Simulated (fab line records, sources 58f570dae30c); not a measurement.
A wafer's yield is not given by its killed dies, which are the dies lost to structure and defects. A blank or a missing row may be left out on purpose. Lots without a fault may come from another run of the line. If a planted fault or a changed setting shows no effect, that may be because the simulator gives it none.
Which tool is to blame? || flow berkeley_cmos170 || 14 lots (42 wafers sampled), 1 step of a 331-step route

WHAT EACH GAUGE READ, for each wafer
Not one reading of a measure or inspect step in the record can be checked against a usual standard deviation.

WHICH TOOL RAN EACH LOT (tool, then ch and the chambers of the sampled wafers, then the start)
{"lot": "L966", "UCB170_NWELL_STRIP_15": "plasma_asher-03 ch 0,1, day 2 00:38"}
{"lot": "L968", "UCB170_NWELL_STRIP_15": "plasma_asher-04 ch 0,1, day 2 10:28"}
{"lot": "L970", "UCB170_NWELL_STRIP_15": "plasma_asher-03 ch 0,1, day 2 23:52"}
{"lot": "L971", "UCB170_NWELL_STRIP_15": "plasma_asher-03 ch 0,1, day 3 07:43"}
{"lot": "L973", "UCB170_NWELL_STRIP_15": "plasma_asher-02 ch 0,1, day 3 21:32"}
{"lot": "L976", "UCB170_NWELL_STRIP_15": "plasma_asher-03 ch 0,1, day 4 05:45"}
{"lot": "L980", "UCB170_NWELL_STRIP_15": "plasma_asher-02 ch 0,1, day 5 05:01"}
{"lot": "L981", "UCB170_NWELL_STRIP_15": "plasma_asher-03 ch 0,1, day 5 07:26"}
{"lot": "L982", "UCB170_NWELL_STRIP_15": "plasma_asher-02 ch 0,1, day 5 16:44"}
{"lot": "L983", "UCB170_NWELL_STRIP_15": "plasma_asher-04 ch 0,1, day 5 17:01"}
{"lot": "L984", "UCB170_NWELL_STRIP_15": "plasma_asher-02 ch 0,1, day 6 03:35"}
{"lot": "L986", "UCB170_NWELL_STRIP_15": "plasma_asher-03 ch 0,1, day 6 08:23"}
{"lot": "L987", "UCB170_NWELL_STRIP_15": "plasma_asher-03 ch 0,1, day 6 11:50"}
{"lot": "L989", "UCB170_NWELL_STRIP_15": "plasma_asher-02 ch 0,1, day 6 18:25"}
- UCB170_NWELL_STRIP_15: strips in O2.

AS READ BY THE TOOLS THEMSELVES (means over the sampled wafers that have a number; for cases with no such wafer, the mark the record gives instead)
UCB170_NWELL_STRIP_15. Usual: chamber_pressure_mTorr 3500 mTorr, standard deviation 3.5; drypump_motor_current_A 5.57 A, standard deviation 0.19; oes_product_au 0.721 a.u., standard deviation 0.0042; strip_time_to_endpoint_s 18.02 s, standard deviation 0.069.
{"lot": "L966", "tool": "plasma_asher-03", "chamber_pressure_mTorr (mTorr)": 3499, "drypump_motor_current_A (A)": 5.61, "oes_product_au (a.u.)": 0.720, "strip_time_to_endpoint_s (s)": 18.00, "flag": ""}
{"lot": "L968", "tool": "plasma_asher-04", "chamber_pressure_mTorr (mTorr)": 3498, "drypump_motor_current_A (A)": 5.78, "oes_product_au (a.u.)": 0.724, "strip_time_to_endpoint_s (s)": 18.04, "flag": ""}
{"lot": "L970", "tool": "plasma_asher-03", "chamber_pressure_mTorr (mTorr)": "-", "drypump_motor_current_A (A)": "-", "oes_product_au (a.u.)": "-", "strip_time_to_endpoint_s (s)": "-", "flag": "OFF"}
{"lot": "L971", "tool": "plasma_asher-03", "chamber_pressure_mTorr (mTorr)": "-", "drypump_motor_current_A (A)": "-", "oes_product_au (a.u.)": "-", "strip_time_to_endpoint_s (s)": "-", "flag": "OFF"}
{"lot": "L973", "tool": "plasma_asher-02", "chamber_pressure_mTorr (mTorr)": 3497, "drypump_motor_current_A (A)": 5.56, "oes_product_au (a.u.)": 0.723, "strip_time_to_endpoint_s (s)": 18.08, "flag": ""}
{"lot": "L976", "tool": "plasma_asher-03", "chamber_pressure_mTorr (mTorr)": 3501, "drypump_motor_current_A (A)": 5.62, "oes_product_au (a.u.)": 0.722, "strip_time_to_endpoint_s (s)": 17.94, "flag": ""}
{"lot": "L980", "tool": "plasma_asher-02", "chamber_pressure_mTorr (mTorr)": 3500, "drypump_motor_current_A (A)": 5.56, "oes_product_au (a.u.)": 0.717, "strip_time_to_endpoint_s (s)": 17.96, "flag": ""}
{"lot": "L981", "tool": "plasma_asher-03", "chamber_pressure_mTorr (mTorr)": 3501, "drypump_motor_current_A (A)": 5.62, "oes_product_au (a.u.)": 0.722, "strip_time_to_endpoint_s (s)": 18.04, "flag": ""}
{"lot": "L982", "tool": "plasma_asher-02", "chamber_pressure_mTorr (mTorr)": 3502, "drypump_motor_current_A (A)": 5.54, "oes_product_au (a.u.)": 0.722, "strip_time_to_endpoint_s (s)": 18.02, "flag": ""}
{"lot": "L983", "tool": "plasma_asher-04", "chamber_pressure_mTorr (mTorr)": 3499, "drypump_motor_current_A (A)": 5.50, "oes_product_au (a.u.)": 0.717, "strip_time_to_endpoint_s (s)": 17.94, "flag": ""}
{"lot": "L984", "tool": "plasma_asher-02", "chamber_pressure_mTorr (mTorr)": 3499, "drypump_motor_current_A (A)": 5.54, "oes_product_au (a.u.)": 0.719, "strip_time_to_endpoint_s (s)": 18.01, "flag": ""}
{"lot": "L986", "tool": "plasma_asher-03", "chamber_pressure_mTorr (mTorr)": 3498, "drypump_motor_current_A (A)": 5.51, "oes_product_au (a.u.)": 0.723, "strip_time_to_endpoint_s (s)": 17.96, "flag": ""}
{"lot": "L987", "tool": "plasma_asher-03", "chamber_pressure_mTorr (mTorr)": 3500, "drypump_motor_current_A (A)": 5.62, "oes_product_au (a.u.)": 0.719, "strip_time_to_endpoint_s (s)": 18.02, "flag": ""}
{"lot": "L989", "tool": "plasma_asher-02", "chamber_pressure_mTorr (mTorr)": 3497, "drypump_motor_current_A (A)": 5.54, "oes_product_au (a.u.)": 0.721, "strip_time_to_endpoint_s (s)": 18.04, "flag": ""}

THE ANSWER, worked out from the rows above alone
Rule: a lot is off if the mean of its wafers that have a number lies more than 3 standard deviations from the usual mean. Also off: a lot with no number at a reading for which 4 or more lots have one. Any other lot the step has rows for is counted as sound. First the gauges in route order, then the tools' own readings, where a lot's mean is used as printed above. The first step at which some lot is off is used, and at that step the reading that is off furthest; a lot without a number counts as furthest.
Off: L970, L971, at UCB170_NWELL_STRIP_15 (chamber_pressure_mTorr). Without a number there: L970, L971.
A tool fits if, at that step or a process step before it, it ran every lot that is off, and no sound lot after the first of them. Not one of the candidates tried fits.

WHAT HAD BEEN PUT IN BY THE SIMULATOR
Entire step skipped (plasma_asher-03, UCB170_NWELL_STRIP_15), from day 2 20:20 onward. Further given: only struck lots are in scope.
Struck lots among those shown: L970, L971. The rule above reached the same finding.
